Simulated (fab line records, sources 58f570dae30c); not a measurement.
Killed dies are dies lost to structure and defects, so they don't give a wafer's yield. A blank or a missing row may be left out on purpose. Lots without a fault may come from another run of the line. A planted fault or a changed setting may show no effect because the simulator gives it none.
One fault seen from 2 desks | flow berkeley_cmos170 | each desk has only its own numbers; what lay behind them comes last

THE TOOL OWNER'S DESK: rie_metal-01
The tool's own readings at UCB170_M3_METAL_ETCH_18 (etches Al in Cl2/BCl3, stops on SiO2, target depth 1170 nm, time 195 s): means of the sampled wafers that have a number, for each lot that ran on this tool. A lot is out of limits, marked OUT, if its mean lies more than 4 standard deviations from the usual mean; the brackets give that distance.
Columns: A = drypump_motor_current_A at UCB170_M3_METAL_ETCH_18, usual 5.68 A; B = oes_product_au at UCB170_M3_METAL_ETCH_18, usual 0.864 a.u.; C = throttle_valve_pct at UCB170_M3_METAL_ETCH_18, usual 24.6 %
lot  | first seen here | A    | B                | C
L754 | day 8 19:20     | 6.11 | 0.871            | 24.9
L757 | day 10 01:39    | 5.84 | 0.870            | 24.4
L764 | day 11 14:12    | 5.84 | 0.864            | 24.4
L765 | day 12 05:09    | 5.83 | 0.915 (+6.5) OUT | 24.3
L769 | day 12 13:20    | 6.08 | 1.014 (+19) OUT  | 24.8
This desk's finding: out of limits on L765, L769; first on L765, day 12 05:09 (oes_product_au at UCB170_M3_METAL_ETCH_18). In limits: L754, L757, L764.

THE METROLOGY DESK
What the gauges read, lot by lot, whatever tool the lot ran on: means of the sampled wafers that have a number. A lot is out of limits, marked OUT, if its mean lies more than 4 standard deviations from the usual mean; the brackets give that distance.
Columns: A = PVT_OVL at UCB170_PVT_OVL_MEAS_06, usual 3 nm; B = NLDD_RS at UCB170_SDANNEAL_RS_MEAS_05, usual 615.2 ohm/sq; C = M1_OVL at UCB170_M1_OVL_MEAS_10, usual 1 nm; D = cd_nm at UCB170_M3_CD_MEAS_90, usual 698 nm
lot  | first seen here | A  | B     | C  | D
L751 | day 6 02:43     | 4  | 612.5 | 0  | 695
L754 | day 6 10:54     | 6  | 614.7 | -1 | 710
L755 | day 7 06:13     | 3  | 616.2 | 3  | 693
L756 | day 7 06:29     | -4 | 615.6 | 5  | 698
L757 | day 7 19:25     | 6  | 614.8 | -5 | 698
L760 | day 7 19:42     | 10 | 615.5 | -6 | 702
L761 | day 9 04:15     | 12 | 616.6 | 4  | 692
L764 | day 9 04:25     | 6  | 613.3 | 4  | 699
L765 | day 9 22:06     | 4  | 614.5 | -4 | 700
L766 | day 9 22:22     | -1 | 615.7 | 3  | 701
L769 | day 10 04:08    | 5  | 615.5 | 3  | 722 (+4.3) OUT
L771 | day 10 21:58    | 5  | 614.4 | -3 | 701
L773 | day 11 12:55    | -4 | 615.5 | -4 | 696
L772 | day 11 13:23    | -0 | 612.8 | 8  | 706
This desk's finding: out of limits on L769; first on L769, day 12 13:39 (cd_nm at UCB170_M3_CD_MEAS_90). In limits: L751, L754, L755, L756, L757, L760, L761, L764, L765, L766, L771, L773, L772.

PUT TOGETHER
The tool owner's desk could have raised an alarm at day 12 05:09, on L765, L769.
The metrology desk could have raised an alarm at day 12 13:39, on L769.
The metrology desk has L765 on record, within its limits.
Of the lots named, all ran UCB170_M3_METAL_ETCH_18 on rie_metal-01.

WHAT THE SIMULATOR HAD PUT IN
Process parameter drift: rie_metal-01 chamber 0, from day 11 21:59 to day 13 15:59, at UCB170_M3_METAL_ETCH_18. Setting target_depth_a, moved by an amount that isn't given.
Lots struck among those shown: L765, L769.
Hours from the fault's start to each desk's first reading out of limits: the tool owner's desk, 7; the metrology desk, 16.
